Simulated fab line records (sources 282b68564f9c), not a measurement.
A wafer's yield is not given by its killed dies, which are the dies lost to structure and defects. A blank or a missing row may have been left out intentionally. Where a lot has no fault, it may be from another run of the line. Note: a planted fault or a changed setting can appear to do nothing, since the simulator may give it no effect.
fab line records + flow ritCmos
record:
- lots: 5
- wafers: 15
- lastDay: 6
route steps=202 shown ACTIVE@2
lots that met no fault: taken from a fault-free run of the same line
startH: hours from the record's first day to the start of the lot's first wafer shown + waitH: hours from the lot's prior step to this one + " repeats the value in the row above + L1.1+2: several wafers, shown together as one row + - no value, or no start given + * or withheld: withheld + < > ~ a bound
route shown NAME@n: NAME is a module with steps in the file, n the number in the route of the first one + usual: mean/standard deviation taken from wafers without a fault + same: alike in all rows + chamber/n: place in a boat + sites: the reading at each site + _std_site: the standard deviation of these + _edge_site: mean of outer sites minus mean of inner sites + radiusMm: how far each site lies from the wafer's centre + mask NAME#n: copy n + behind: tool/chamber where the wafer was last shaped + hold: what put the lot on hold/how long, in hours/how the hold closed + device: the n, p or np transistor that did not switch + end of line: at the end of the route, the tests of the same wafers + a step given without rows: its recipe and nothing more + killed: count of dies lost to structure and defects at first sort (not the wafer's yield) + map: dies across one wafer; x = killed, . = not, _ = none there
set.NAME: the setting the step ran with; set.NAME@STEP: the setting that earlier step ran with + model.NAME: the simulator's own value behind a step, which no gauge read
lots seen at some steps along the route; tables by step, rows by wafer
services: the hour from which a tool's chamber was out of use, counted from the record's first day as startH (under 0 if before that day), plus the number of hours and why
== steps ==
step: RIT_ACTIVE_OXIDATION_01
recipe:
- tempC: 1000
- ambient: O2
- targetThkA: 468
- oxTimeS: 3360
usual:
- zonePowerCentrePct: 49/3.3
| lot.wafer | tool       | chamber | startH | waitH | zonePowerCentrePct |
|-----------|------------|---------|--------|-------|--------------------|
| L076.2    | furnace-04 | 0       | 20.12  | 0.1   | 52                 |
| L076.3    | "          | 0       | "      | "     | 53                 |
| L076.5    | "          | 0       | "      | "     | 51                 |
| L077.1    | furnace-04 | 0       | 25.12  | 0.1   | 53                 |
| L077.5    | "          | 0       | "      | "     | 53                 |
| L077.6    | "          | 0       | "      | "     | 53                 |
| L080.2    | furnace-04 | 0       | 40.12  | 0.1   | 53                 |
| L080.3    | "          | 0       | "      | "     | 52                 |
| L080.6    | "          | 0       | "      | "     | 53                 |
| L086.2    | furnace-03 | 0       | 70.54  | 0.5   | 45                 |
| L086.4    | "          | 0       | "      | "     | 45                 |
| L086.5    | "          | 0       | "      | "     | 45                 |
| L090.2    | furnace-04 | 0       | 90.12  | 0.1   | 53                 |
| L090.3    | "          | 0       | "      | "     | 53                 |
| L090.6    | "          | 0       | "      | "     | 54                 |
step: RIT_ACTIVE_THK_MEAS_02
recipe:
- reads: SiO2_of_ACTIVE_OXIDATION_01
usual:
- ACTIVE_OXIDE_THK: 46.7/1.2
| lot.wafer | tool         | chamber | startH | waitH | ACTIVE_OXIDE_THK[nm] |
|-----------|--------------|---------|--------|-------|----------------------|
| L076.2    | filmMetro-02 | -       | 22.06  | 0.0   | 46.0                 |
| L076.3    | "            | -       | "      | "     | 45.3                 |
| L076.5    | "            | -       | "      | "     | 45.1                 |
| L077.1    | filmMetro-01 | -       | 27.05  | 0.0   | 44.4                 |
| L077.5    | "            | -       | "      | "     | 45.2                 |
| L077.6    | "            | -       | "      | "     | 45.1                 |
| L080.2    | filmMetro-02 | -       | 42.06  | 0.0   | 45.6                 |
| L080.3    | "            | -       | "      | "     | 45.1                 |
| L080.6    | "            | -       | "      | "     | 46.3                 |
| L086.2    | filmMetro-02 | -       | 72.48  | 0.0   | 46.0                 |
| L086.4    | "            | -       | "      | "     | 46.9                 |
| L086.5    | "            | -       | "      | "     | 46.6                 |
| L090.2    | filmMetro-01 | -       | 92.06  | 0.0   | 47.7                 |
| L090.3    | "            | -       | "      | "     | 48.1                 |
| L090.6    | "            | -       | "      | "     | 46.5                 |
step: RIT_ACTIVE_CVD_03
recipe:
- material: Si3N4
- targetThkNm: 150
- tempC: 810
- precursor: SiH2Cl2/NH3
- timeS: 1500
- pressureMtorr: 300
- sih2cl2FlowSccm: 60
- nh3FlowSccm: 150
usual:
- zonePowerCentrePct: 39/4.5
| lot.wafer | tool     | chamber | startH | waitH | zonePowerCentrePct |
|-----------|----------|---------|--------|-------|--------------------|
| L076.2    | lpcvd-01 | 1       | 22.11  | 0.0   | 45                 |
| L076.3    | "        | 1       | "      | "     | 46                 |
| L076.5    | "        | 1       | "      | "     | 46                 |
| L077.1    | lpcvd-01 | 0       | 27.11  | 0.1   | 39                 |
| L077.5    | "        | 0       | "      | "     | 39                 |
| L077.6    | "        | 0       | "      | "     | 38                 |
| L080.2    | lpcvd-01 | 0       | 42.11  | 0.0   | 38                 |
| L080.3    | "        | 0       | "      | "     | 39                 |
| L080.6    | "        | 0       | "      | "     | 39                 |
| L086.2    | lpcvd-02 | 1       | 72.53  | 0.0   | 37                 |
| L086.4    | "        | 1       | "      | "     | 37                 |
| L086.5    | "        | 1       | "      | "     | 37                 |
| L090.2    | lpcvd-02 | 1       | 92.11  | 0.0   | 37                 |
| L090.3    | "        | 1       | "      | "     | 38                 |
| L090.6    | "        | 1       | "      | "     | 37                 |
step: RIT_ACTIVE_THK_MEAS_04
recipe:
- reads: Si3N4_of_ACTIVE_CVD_03
usual:
- ACTIVE_NITRIDE_THK: 149.8/1.3
| lot.wafer | tool         | chamber | startH | waitH | ACTIVE_NITRIDE_THK[nm] |
|-----------|--------------|---------|--------|-------|------------------------|
| L076.2    | filmMetro-01 | -       | 23.54  | 0.0   | 149.2                  |
| L076.3    | "            | -       | "      | "     | 149.7                  |
| L076.5    | "            | -       | "      | "     | 150.5                  |
| L077.1    | filmMetro-01 | -       | 28.53  | 0.0   | 149.6                  |
| L077.5    | "            | -       | "      | "     | 150.1                  |
| L077.6    | "            | -       | "      | "     | 149.0                  |
| L080.2    | filmMetro-01 | -       | 43.54  | 0.0   | 152.5                  |
| L080.3    | "            | -       | "      | "     | 152.5                  |
| L080.6    | "            | -       | "      | "     | 151.6                  |
| L086.2    | filmMetro-02 | -       | 73.96  | 0.0   | 153.4                  |
| L086.4    | "            | -       | "      | "     | 152.9                  |
| L086.5    | "            | -       | "      | "     | 153.4                  |
| L090.2    | filmMetro-04 | -       | 93.54  | 0.0   | 148.4                  |
| L090.3    | "            | -       | "      | "     | 148.8                  |
| L090.6    | "            | -       | "      | "     | 150.0                  |
step: RIT_ACTIVE_HMDS_05
recipe:
- primeTimeS: 60
- primeTempC: 140
| lot.wafer  | tool          | chamber | startH | waitH |
|------------|---------------|---------|--------|-------|
| L076.2+3+5 | lithoTrack-02 | 0       | 23.61  | 0.1   |
| L077.1+5+6 | lithoTrack-03 | 0       | 28.59  | 0.1   |
| L080.2+3+6 | lithoTrack-03 | 0       | 43.62  | 0.1   |
| L086.2+4+5 | lithoTrack-01 | 0       | 74.06  | 0.1   |
| L090.2+3+6 | lithoTrack-01 | 0       | 93.61  | 0.1   |
step: RIT_ACTIVE_COAT_06
recipe:
- resist: NOVOLAK
- spinRpm: 3198
- resistThkNm: 1000
| lot.wafer  | tool          | chamber | startH | waitH |
|------------|---------------|---------|--------|-------|
| L076.2+3+5 | lithoTrack-02 | 0       | 23.77  | 0.1   |
| L077.1+5+6 | lithoTrack-03 | 0       | 28.74  | 0.1   |
| L080.2+3+6 | lithoTrack-03 | 0       | 43.77  | 0.1   |
| L086.2+4+5 | lithoTrack-01 | 0       | 74.21  | 0.1   |
| L090.2+3+6 | lithoTrack-01 | 0       | 93.77  | 0.1   |
step: RIT_ACTIVE_SOFTBAKE_07
recipe:
- resist: NOVOLAK
- tempC: 90
- timeS: 60
| lot.wafer  | tool          | chamber | startH | waitH |
|------------|---------------|---------|--------|-------|
| L076.2+3+5 | lithoTrack-02 | 0       | 23.91  | 0.1   |
| L077.1+5+6 | lithoTrack-03 | 0       | 28.89  | 0.1   |
| L080.2+3+6 | lithoTrack-03 | 0       | 43.91  | 0.1   |
| L086.2+4+5 | lithoTrack-01 | 0       | 74.36  | 0.1   |
| L090.2+3+6 | lithoTrack-01 | 0       | 93.92  | 0.1   |
step: RIT_ACTIVE_EXPOSE_08
recipe:
- maskId: M1
- na: 0.6
- sourceShape: conventional
- sigmaOuter: 0.6
- targetCdNm: 1400
- doseMj: 225
| lot.wafer  | tool            | chamber | startH | waitH | mask |
|------------|-----------------|---------|--------|-------|------|
| L076.2+3+5 | ilineStepper-02 | 0       | 24.06  | 0.1   | M1#0 |
| L077.1+5+6 | ilineStepper-01 | 0       | 29.16  | 0.2   | M1#0 |
| L080.2+3+6 | ilineStepper-01 | 0       | 44.18  | 0.2   | M1#0 |
| L086.2+4+5 | ilineStepper-02 | 0       | 74.63  | 0.2   | M1#0 |
| L090.2+3+6 | ilineStepper-01 | 0       | 94.18  | 0.2   | M1#0 |
step: RIT_ACTIVE_PEB_09
recipe:
- resist: NOVOLAK
- tempC: withheld
- timeS: withheld
| lot.wafer  | tool          | chamber | startH | waitH |
|------------|---------------|---------|--------|-------|
| L076.2+3+5 | lithoTrack-03 | 0       | 24.18  | 0.1   |
| L077.1+5+6 | lithoTrack-02 | 0       | 29.28  | 0.1   |
| L080.2+3+6 | lithoTrack-02 | 0       | 44.31  | 0.1   |
| L086.2+4+5 | lithoTrack-02 | 0       | 74.75  | 0.1   |
| L090.2+3+6 | lithoTrack-01 | 0       | 94.31  | 0.1   |
step: RIT_ACTIVE_DEVELOP_10
recipe:
- resist: NOVOLAK
- developTimeS: 50
- devTempC: 23
| lot.wafer  | tool          | chamber | startH | waitH |
|------------|---------------|---------|--------|-------|
| L076.2+3+5 | lithoTrack-03 | 0       | -      | -     |
| L077.1+5+6 | lithoTrack-02 | 0       | -      | -     |
| L080.2+3+6 | lithoTrack-02 | 0       | -      | -     |
| L086.2+4+5 | lithoTrack-02 | 0       | -      | -     |
| L090.2+3+6 | lithoTrack-01 | 0       | -      | -     |
step: RIT_ACTIVE_CD_MEAS_11
recipe:
- targetCdNm: 1400
usual:
- cdNm: 1400.4/2.4
| lot.wafer | tool     | chamber | startH | waitH | cdNm   |
|-----------|----------|---------|--------|-------|--------|
| L076.2    | cdSem-01 | -       | 24.46  | -     | 1396.4 |
| L076.3    | "        | -       | "      | "     | 1398.6 |
| L076.5    | "        | -       | "      | "     | 1398.3 |
| L077.1    | cdSem-01 | -       | 29.56  | -     | 1403.6 |
| L077.5    | "        | -       | "      | "     | 1403.0 |
| L077.6    | "        | -       | "      | "     | 1404.1 |
| L080.2    | cdSem-01 | -       | 44.58  | -     | 1405.6 |
| L080.3    | "        | -       | "      | "     | 1400.8 |
| L080.6    | "        | -       | "      | "     | 1405.4 |
| L086.2    | cdSem-01 | -       | 75.03  | -     | 1403.9 |
| L086.4    | "        | -       | "      | "     | 1401.6 |
| L086.5    | "        | -       | "      | "     | 1401.2 |
| L090.2    | cdSem-02 | -       | 94.58  | -     | 1400.4 |
| L090.3    | "        | -       | "      | "     | 1398.8 |
| L090.6    | "        | -       | "      | "     | 1402.6 |
step: RIT_ACTIVE_HARDBAKE_12
recipe:
- resist: NOVOLAK
- tempC: 140
- timeS: 60
| lot.wafer  | tool          | chamber | startH | waitH |
|------------|---------------|---------|--------|-------|
| L076.2+3+5 | lithoTrack-03 | 0       | 24.58  | 0.1   |
| L077.1+5+6 | lithoTrack-02 | 0       | 29.68  | 0.1   |
| L080.2+3+6 | lithoTrack-02 | 0       | 44.71  | 0.1   |
| L086.2+4+5 | lithoTrack-01 | 0       | 75.16  | 0.1   |
| L090.2+3+6 | lithoTrack-02 | 0       | 94.71  | 0.1   |
step: RIT_ACTIVE_ETCH_13
recipe:
- stopOn: SiO2
- chemistry: SF6
- target: Si3N4
- timeS: 210
- overEtchFrac: 0.4
- SF6_flow_sccm: 200
- pressureMtorr: 260
- rfW: 125
- targetDepthA: 2100
usual:
- drypumpMotorCurrentA: 5.5/0.63
- oesProductAu: 0.818/0.015
- throttleValvePct: 7.51/0.098
| lot.wafer | tool       | chamber | startH | waitH | drypumpMotorCurrentA | oesProductAu | rfHoursCounterH | throttleValvePct |
|-----------|------------|---------|--------|-------|----------------------|--------------|-----------------|------------------|
| L076.2    | rieDiel-03 | 2       | 24.71  | 0.1   | 5.1                  | 0.802        | 5               | 7.63             |
| L076.3    | "          | 3       | "      | "     | 6.3                  | 0.814        | 150             | 7.39             |
| L076.5    | "          | 2       | "      | "     | 5.1                  | 0.804        | -               | 7.65             |
| L077.1    | rieDiel-02 | 0       | 29.83  | 0.1   | 4.9                  | 0.825        | 5               | 7.35             |
| L077.5    | "          | 0       | "      | "     | 4.9                  | 0.825        | -               | 7.36             |
| L077.6    | "          | 1       | "      | "     | 5.8                  | 0.835        | -               | 7.42             |
| L080.2    | rieDiel-02 | 2       | 44.83  | 0.1   | 5.0                  | 0.815        | 65              | 7.57             |
| L080.3    | "          | 3       | "      | "     | 6.5                  | 0.808        | 93              | 7.51             |
| L080.6    | "          | 2       | "      | "     | 5.0                  | 0.805        | -               | 7.56             |
| L086.2    | rieDiel-03 | 1       | 75.28  | 0.1   | 5.0                  | 0.830        | 110             | 7.55             |
| L086.4    | "          | 0       | "      | "     | 5.0                  | 0.848        | 15              | 7.57             |
| L086.5    | "          | 2       | "      | "     | 5.1                  | 0.818        | -               | 7.62             |
| L090.2    | rieDiel-03 | 1       | 94.83  | 0.1   | 5.0                  | 0.816        | 110             | 7.55             |
| L090.3    | "          | 3       | "      | "     | 6.4                  | 0.813        | 152             | 7.39             |
| L090.6    | "          | 3       | "      | "     | 6.4                  | 0.816        | -               | 7.41             |
step: RIT_ACTIVE_STRIP_14
recipe:
- chemistry: O2
- timeS: 180
- resist: NOVOLAK
- platenTempC: withheld
- powerW: 500
- pressureMtorr: 4000
- o2FlowSccm: 4000
usual:
- drypumpMotorCurrentA: 5.6/0.47
| lot.wafer | tool           | chamber | startH | waitH | drypumpMotorCurrentA | rfHoursCounterH |
|-----------|----------------|---------|--------|-------|----------------------|-----------------|
| L076.2    | plasmaAsher-01 | 1       | 24.84  | 0.1   | 5.3                  | 38              |
| L076.3    | "              | 0       | "      | "     | 5.1                  | -               |
| L076.5    | "              | 0       | "      | "     | 5.1                  | -               |
| L077.1    | plasmaAsher-02 | 1       | 29.97  | 0.1   | 4.9                  | 37              |
| L077.5    | "              | 1       | "      | "     | 4.9                  | -               |
| L077.6    | "              | 0       | "      | "     | 5.9                  | -               |
| L080.2    | plasmaAsher-03 | 1       | 44.97  | 0.1   | 6.2                  | 26              |
| L080.3    | "              | 0       | "      | "     | 5.9                  | -               |
| L080.6    | "              | 1       | "      | "     | 6.2                  | -               |
| L086.2    | plasmaAsher-02 | 0       | 75.42  | 0.1   | 5.9                  | 42              |
| L086.4    | "              | 1       | "      | "     | 4.9                  | -               |
| L086.5    | "              | 1       | "      | "     | 4.9                  | -               |
| L090.2    | plasmaAsher-03 | 1       | 94.97  | 0.1   | 6.2                  | 31              |
| L090.3    | "              | 0       | "      | "     | 5.9                  | -               |
| L090.6    | "              | 1       | "      | "     | 6.2                  | -               |
== services ==
| tool            | chamber | startH | hours | kind   |
|-----------------|---------|--------|-------|--------|
| rieDiel-02      | 1       | -2.70  | 5.6   | repair |
| furnace-03      | -       | 33.56  | 3.5   | pm     |
| ilineStepper-02 | -       | 49.76  | 1.7   | pm     |
| plasmaAsher-01  | -       | 71.10  | 1.1   | repair |
== key ==
fault none
